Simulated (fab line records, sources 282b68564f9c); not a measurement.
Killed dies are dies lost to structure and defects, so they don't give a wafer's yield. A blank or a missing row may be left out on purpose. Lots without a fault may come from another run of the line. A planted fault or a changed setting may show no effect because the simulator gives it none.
Chamber matching | flow rit_cmos | RIT_SPACER_ETCHBACK_05 on rie_diel-03: 4 sister chambers
The step etches Si3N4 in SF6/CHF3, stops on SiO2, target depth 250 nm, time 240 s. 8 wafers are shown with their chamber, then 8 later ones without.

WAFERS WITH THEIR CHAMBER
wafer  | chamber | drypump_motor_current_A (A) | throttle_valve_pct (%)
L558.5 | 0       | 5.6                         | 10.01
L559.2 | 0       | 5.5                         | 10.02
L561.6 | 1       | 5.5                         | 10.36
L565.5 | 2       | 4.9                         | 10.18
L571.2 | 2       | 4.9                         | 10.17
L571.3 | 3       | 5.8                         | 10.20
L571.4 | 1       | 5.5                         | 10.35
L574.2 | 3       | 5.8                         | 10.20

WAFERS WITHOUT THEIR CHAMBER
wafer  | drypump_motor_current_A (A) | throttle_valve_pct (%)
L574.3 | 5.6                         | 10.03
L574.6 | 4.9                         | 10.17
L579.1 | 4.8                         | 10.19
L579.2 | 5.5                         | 10.35
L579.4 | 5.6                         | 10.01
L581.1 | 5.5                         | 10.02
L581.4 | 4.9                         | 10.17
L581.6 | 5.6                         | 10.02

WHICH CHAMBER EACH WENT THROUGH
wafer  | from the rows above | in truth
L574.3 | 0                   | 0
L574.6 | 2                   | 2
L579.1 | 2                   | 2
L579.2 | 1                   | 1
L579.4 | 0                   | 0
L581.1 | 0                   | 0
L581.4 | 2                   | 2
L581.6 | 0                   | 0
Placed correctly: 8 of 8. Can't be placed from these rows: 0. Placed wrongly: 0.
How it was worked out, from the rows above alone: a wafer's distance from a chamber is the root of the sum, over the readings, of the square of ((its reading less the chamber's mean) divided by the reading's scatter). The wafer belongs to the nearest chamber; if the next one is less than 2 further off, it can't be placed. A chamber's mean is the mean of its shown wafers. The scatter: the root of (the sum of the squares of (reading less its chamber's mean) over the shown wafers, divided by (wafers less chambers)).
